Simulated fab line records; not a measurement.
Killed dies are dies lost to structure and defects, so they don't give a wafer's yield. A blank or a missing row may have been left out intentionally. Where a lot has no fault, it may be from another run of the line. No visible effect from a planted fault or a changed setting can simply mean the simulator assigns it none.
Tool commonality check    flow berkeleyCmos170    Sampled: 14 lots, 42 wafers

== REASON FOR OPENING ==
On 2 of the 14 lots, a flag is raised at UCB170_M1_CD_MEAS_09 on the reading cdNm. No-fault wafers: 700.2 nm, standard deviation 1.2.
Rule: a lot is flagged when every wafer of it that has a number lies more than 4 standard deviations from that mean, or none has a number. The other lots count as sound.

lot   measured      on        cdNm (nm), wafer by wafer  flag
L975  day 8 19:34   cdSem-01  702.6 700.6 701.8          
L972  day 8 19:50   cdSem-02  701.0 702.2 702.9          
L974  day 8 21:26   cdSem-01  702.9 701.8 702.4          
L977  day 10 06:05  cdSem-01  700.9 701.3 700.3          
L979  day 10 06:19  cdSem-01  699.0 697.7 698.8          
L980  day 10 06:35  cdSem-01  699.6 699.3 701.4          
L978  day 10 07:01  cdSem-01  699.9 700.3 699.2          
L984  day 10 15:04  cdSem-01  699.6 700.1 700.1          
L981  day 10 16:58  cdSem-01  701.8 700.9 702.8          
L986  day 12 10:56  cdSem-01  715.7 715.5 716.7          FLAGGED
L987  day 12 14:05  cdSem-02  711.7 712.2 710.6          FLAGGED
L991  day 12 21:08  cdSem-02  698.9 697.9 699.0          
L992  day 12 22:10  cdSem-01  700.1 700.1 699.7          
L995  day 13 14:27  cdSem-02  699.5 697.7 697.4          
On average the flagged lots' numbers are 713.7 nm, which is +13.5 nm against the usual, or +11 standard deviations.

== TOOL THAT RAN EACH LOT ==
The record holds 1 process step before the reading, out of a route of 331 steps. In each cell: the tool, then ch and the chambers that the sampled wafers went through, then the start.
lot   flag     UCB170_M1_PEB_07
L975           lithoTrack-02 ch 0, day 8 19:17
L972           lithoTrack-01 ch 0, day 8 19:34
L974           lithoTrack-02 ch 0, day 8 21:10
L977           lithoTrack-03 ch 0, day 10 05:49
L979           lithoTrack-03 ch 0, day 10 06:02
L980           lithoTrack-02 ch 0, day 10 06:20
L978           lithoTrack-01 ch 0, day 10 06:44
L984           lithoTrack-01 ch 0, day 10 14:48
L981           lithoTrack-03 ch 0, day 10 16:41
L986  FLAGGED  lithoTrack-01 ch 0, day 12 10:40
L987  FLAGGED  lithoTrack-01 ch 0, day 12 13:49
L991           lithoTrack-03 ch 0, day 12 20:52
L992           lithoTrack-02 ch 0, day 12 21:00
L995           lithoTrack-02 ch 0, day 13 14:11
What these steps do:
- UCB170_M1_PEB_07
- UCB170_M1_CD_MEAS_09: target cd 700 nm.

== FLAGGED AGAINST TOTAL, ONE TOOL AT A TIME (gauges that did the reading follow at the end) ==
step                  tool           lots run  flagged  share of the flagged lots  sound lots run after its first flagged lot
UCB170_M1_PEB_07      lithoTrack-01  5         2        all                        0
UCB170_M1_PEB_07      lithoTrack-02  5         0        none                       -
UCB170_M1_PEB_07      lithoTrack-03  4         0        none                       -
UCB170_M1_CD_MEAS_09  cdSem-01       10        1        some                       1 (L992)
UCB170_M1_CD_MEAS_09  cdSem-02       4         1        some                       2 (L991,L995)

== WHAT THE TABLE PERMITS ==
1 row of the table ran every flagged lot: lithoTrack-01 at UCB170_M1_PEB_07.
- lithoTrack-01 at UCB170_M1_PEB_07 ran 5 lots, 2 of them flagged. It ran its last sound lot, L984, at day 10 14:48 and its first flagged lot, L986, at day 12 10:40: a fault with its onset between the two fits. Its own readings (heaterPowerTotalW) fall more than 4 standard deviations out on all wafers of the flagged lots.
What remains is a single tool, lithoTrack-01 at UCB170_M1_PEB_07.

== WHAT THE SIMULATOR HAD INSERTED ==
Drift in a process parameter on lithoTrack-01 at UCB170_M1_PEB_07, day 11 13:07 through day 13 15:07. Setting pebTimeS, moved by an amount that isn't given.
Lots struck among those shown: L986, L987. Same finding as the rule above.
